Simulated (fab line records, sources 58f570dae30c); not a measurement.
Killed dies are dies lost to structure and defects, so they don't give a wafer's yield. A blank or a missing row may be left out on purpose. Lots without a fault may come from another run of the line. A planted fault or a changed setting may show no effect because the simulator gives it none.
Tool commonality check | flow berkeley_cmos170 | 14 lots, 42 wafers sampled

WHY IT WAS OPENED
At UCB170_NVT_TW_MEAS_09 the reading NVT_TW is flagged on 2 of 14 lots. Wafers without a fault read 524, standard deviation 7.6.
Rule: a lot is flagged when every wafer of it that has a number lies more than 4 standard deviations from that mean, or none has a number. The other lots count as sound.

lot  | measured     | on            | NVT_TW, wafer by wafer | flag
L259 | day 4 21:55  | film_metro-04 | 534 533 535            |
L262 | day 5 21:49  | film_metro-03 | 520 517 520            |
L264 | day 6 06:29  | film_metro-02 | 517 519 522            |
L265 | day 6 16:13  | film_metro-04 | 538 536 536            |
L266 | day 7 03:56  | film_metro-03 | 523 521 521            |
L267 | day 7 04:16  | film_metro-03 | 520 524 520            |
L268 | day 7 15:44  | film_metro-03 | 520 520 517            |
L269 | day 7 19:45  | film_metro-03 | 520 524 522            |
L270 | day 8 05:44  | film_metro-04 | 536 535 537            |
L272 | day 8 05:49  | film_metro-03 | 518 520 519            |
L273 | day 8 05:53  | film_metro-04 | 535 536 534            |
L275 | day 9 00:28  | film_metro-02 | 514 514 512            |
L277 | day 9 15:41  | film_metro-03 | 598 596 595            | FLAGGED
L281 | day 10 03:37 | film_metro-04 | 613 613 610            | FLAGGED
The numbers of the flagged lots are 604 on average: +80 against the usual, or +11 standard deviations.

WHICH TOOL RAN EACH LOT
The record holds 3 process steps before the reading, out of a route of 331 steps. In each cell: the tool, then ch and the chambers that the sampled wafers went through, then the start.
lot  | flag    | UCB170_NWELL_STRIP_15               | UCB170_ACTIVE_ETCH_15             | UCB170_NVT_IMPLANT_07
L259 |         | plasma_asher-03 ch 0,1, day 2 05:16 | rie_diel-04 ch 0,2,3, day 3 17:29 | implanter-02 ch 0, day 4 21:41
L262 |         | plasma_asher-04 ch 0,1, day 2 17:47 | rie_diel-04 ch 0,1,2, day 4 16:31 | implanter-02 ch 0, day 5 21:37
L264 |         | plasma_asher-01 ch 0,1, day 3 05:53 | rie_diel-04 ch 2,3, day 4 23:27   | implanter-02 ch 0, day 6 06:14
L265 |         | plasma_asher-04 ch 0,1, day 3 11:58 | rie_diel-01 ch 1,2,3, day 5 07:46 | implanter-02 ch 0, day 6 15:58
L266 |         | plasma_asher-04 ch 0,1, day 3 20:31 | rie_diel-03 ch 1,2,3, day 5 19:15 | implanter-03 ch 0, day 7 03:41
L267 |         | plasma_asher-03 ch 0,1, day 3 20:40 | rie_diel-01 ch 0,1,3, day 5 19:01 | implanter-04 ch 0, day 7 04:01
L268 |         | plasma_asher-03 ch 0,1, day 4 05:01 | rie_diel-01 ch 2,3, day 6 05:38   | implanter-03 ch 0, day 7 15:29
L269 |         | plasma_asher-04 ch 0, day 4 13:16   | rie_diel-01 ch 1,2,3, day 6 10:50 | implanter-02 ch 0, day 7 19:31
L270 |         | plasma_asher-01 ch 0,1, day 4 17:41 | rie_diel-04 ch 0,1, day 6 16:57   | implanter-04 ch 0, day 8 05:31
L272 |         | plasma_asher-03 ch 0,1, day 5 01:40 | rie_diel-04 ch 0,1, day 6 20:04   | implanter-03 ch 0, day 8 05:36
L273 |         | plasma_asher-04 ch 0, day 5 01:22   | rie_diel-03 ch 0,1,3, day 6 20:21 | implanter-02 ch 0, day 8 05:38
L275 |         | plasma_asher-01 ch 0,1, day 5 13:18 | rie_diel-01 ch 0,1,2, day 7 13:55 | implanter-02 ch 0, day 9 00:15
L277 | FLAGGED | plasma_asher-01 ch 1, day 6 03:43   | rie_diel-04 ch 1,2, day 8 07:47   | implanter-04 ch 0, day 9 15:27
L281 | FLAGGED | plasma_asher-03 ch 0,1, day 7 00:05 | rie_diel-04 ch 2,3, day 8 22:13   | implanter-04 ch 0, day 10 03:22
What these steps do:
- UCB170_NWELL_STRIP_15: strips in O2.
- UCB170_ACTIVE_ETCH_15: etches Si3N4 in CH3F/Ar/O2, stops on SiO2, target depth 242 nm, time 151 s.
- UCB170_NVT_IMPLANT_07
- UCB170_NVT_TW_MEAS_09

FLAGGED OVER TOTAL, TOOL BY TOOL (the gauges that took the reading come last)
step                  | tool            | lots run | flagged | share of the flagged lots | sound lots run after its first flagged lot
UCB170_NWELL_STRIP_15 | plasma_asher-01 | 4        | 1       | some                      | 0
UCB170_NWELL_STRIP_15 | plasma_asher-03 | 5        | 1       | some                      | 0
UCB170_NWELL_STRIP_15 | plasma_asher-04 | 5        | 0       | none                      | -
UCB170_ACTIVE_ETCH_15 | rie_diel-01     | 5        | 0       | none                      | -
UCB170_ACTIVE_ETCH_15 | rie_diel-03     | 2        | 0       | none                      | -
UCB170_ACTIVE_ETCH_15 | rie_diel-04     | 7        | 2       | all                       | 0
UCB170_NVT_IMPLANT_07 | implanter-02    | 7        | 0       | none                      | -
UCB170_NVT_IMPLANT_07 | implanter-03    | 3        | 0       | none                      | -
UCB170_NVT_IMPLANT_07 | implanter-04    | 4        | 2       | all                       | 0
UCB170_NVT_TW_MEAS_09 | film_metro-02   | 2        | 0       | none                      | -
UCB170_NVT_TW_MEAS_09 | film_metro-03   | 7        | 1       | some                      | 0
UCB170_NVT_TW_MEAS_09 | film_metro-04   | 5        | 1       | some                      | 0

WHAT THE TABLE ALLOWS
2 rows of the table ran every flagged lot: rie_diel-04 at UCB170_ACTIVE_ETCH_15, implanter-04 at UCB170_NVT_IMPLANT_07.
- rie_diel-04 at UCB170_ACTIVE_ETCH_15: 2 of its 7 lots flagged. Its last sound lot is L272 (day 6 20:04), its first flagged lot L277 (day 8 07:47): a fault that began between those two fits.
- implanter-04 at UCB170_NVT_IMPLANT_07: 2 of its 4 lots flagged. Its last sound lot is L270 (day 8 05:31), its first flagged lot L277 (day 9 15:27): a fault that began between those two fits. Its own readings lie more than 4 standard deviations out on every wafer of the flagged lots: dose_ions_cm2, faraday_current_uA.
Counting lots can't tell these 2 tools apart, because each fits a fault that began at some hour. More lots, or a look at what each step does to the wafer, might.

WHAT THE SIMULATOR HAD PUT IN
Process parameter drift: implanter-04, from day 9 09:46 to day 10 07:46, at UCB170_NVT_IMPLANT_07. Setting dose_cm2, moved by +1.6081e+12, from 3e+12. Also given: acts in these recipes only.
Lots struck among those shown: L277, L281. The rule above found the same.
